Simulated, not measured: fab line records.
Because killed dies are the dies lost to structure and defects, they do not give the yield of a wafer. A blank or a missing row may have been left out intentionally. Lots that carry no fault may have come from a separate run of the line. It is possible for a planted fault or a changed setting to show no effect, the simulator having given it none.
What tool caused it?	flow berkeleyCmos170	18 wafers from 6 lots sampled at 5 of the route's 331 steps

## WHAT THE GAUGES SHOWED, per wafer
UCB170_CONTACT_CD_MEAS_90: target cd 700 nm.
lot	measured	on	cdNm (nm)
L931	day 7 08:48	cdSem-01	699.1 698.5 699.1
L932	day 7 17:13	cdSem-02	698.2 696.4 699.7
L938	day 8 18:40	cdSem-01	698.8 697.3 699.8
L939	day 9 10:05	cdSem-02	701.4 701.8 699.9
L940	day 9 11:33	cdSem-01	700.0 699.7 699.9
L943	day 9 20:20	cdSem-01	700.1 699.9 700.1

## TOOL THAT RAN EACH LOT (tool first, then ch and the chambers of the sampled wafers, then the start)
lot	UCB170_SDANNEAL_RTA_01	UCB170_SILICIDE_SPUTTER_01	UCB170_CONTACT_ETCH_18	UCB170_CONTACT_STRIP_19
L931	rtpAnneal-01 ch 0, day 7 02:03	pvdSputter-03, day 7 02:38	rieDiel-02 ch 1,2,3, day 7 08:00	plasmaAsher-02 ch 0,1, day 7 08:42
L932	rtpAnneal-02 ch 0, day 7 12:02	pvdSputter-02, day 7 12:37	rieDiel-01 ch 0,1,2, day 7 16:00	plasmaAsher-04 ch 0,1, day 7 17:07
L938	rtpAnneal-01 ch 0, day 8 11:21	pvdSputter-02, day 8 11:58	rieDiel-01 ch 0,2,3, day 8 18:00	plasmaAsher-04 ch 0,1, day 8 18:34
L939	rtpAnneal-02 ch 0, day 9 03:50	pvdSputter-02, day 9 04:26	rieDiel-01 ch 0,1,2, day 9 09:00	plasmaAsher-02 ch 0,1, day 9 09:59
L940	rtpAnneal-02 ch 0, day 9 04:19	pvdSputter-04, day 9 04:55	rieDiel-03 ch 1,2, day 9 11:00	plasmaAsher-04 ch 0,1, day 9 11:20
L943	rtpAnneal-01 ch 0, day 9 14:23	pvdSputter-04, day 9 15:00	rieDiel-01 ch 0,2,3, day 9 20:00	plasmaAsher-01 ch 0,1, day 9 20:14
- UCB170_SDANNEAL_RTA_01: time 5 s.
- UCB170_SILICIDE_SPUTTER_01: material Ti, target thk 30 nm, time 25 s.
- UCB170_CONTACT_ETCH_18: etches PSG in CHF3/CF4/Ar, stops on TiSi2, target depth 840 nm, time 195 s.
- UCB170_CONTACT_STRIP_19: strips in O2.

## THE ANSWER, worked out from the rows above alone
Rule: usual is defined by the lots themselves. Put in order of their means at a reading, lots are off if they are a third of the lots or fewer, leave a main group of 4 or more, and stand apart from it by a gap of 3 or more times the standard deviation of the main group's means; of several such gaps the widest counts. A main group whose means are all the same, to the digits that the tables above print for the reading, isn't used. Also off: a lot with no number at a reading for which 4 or more lots have one. The other lots that the step has rows for count as sound.
No lot is off on any of the readings shown, so nothing can be concluded from this.

## WHAT HAD BEEN PUT IN BY THE SIMULATOR
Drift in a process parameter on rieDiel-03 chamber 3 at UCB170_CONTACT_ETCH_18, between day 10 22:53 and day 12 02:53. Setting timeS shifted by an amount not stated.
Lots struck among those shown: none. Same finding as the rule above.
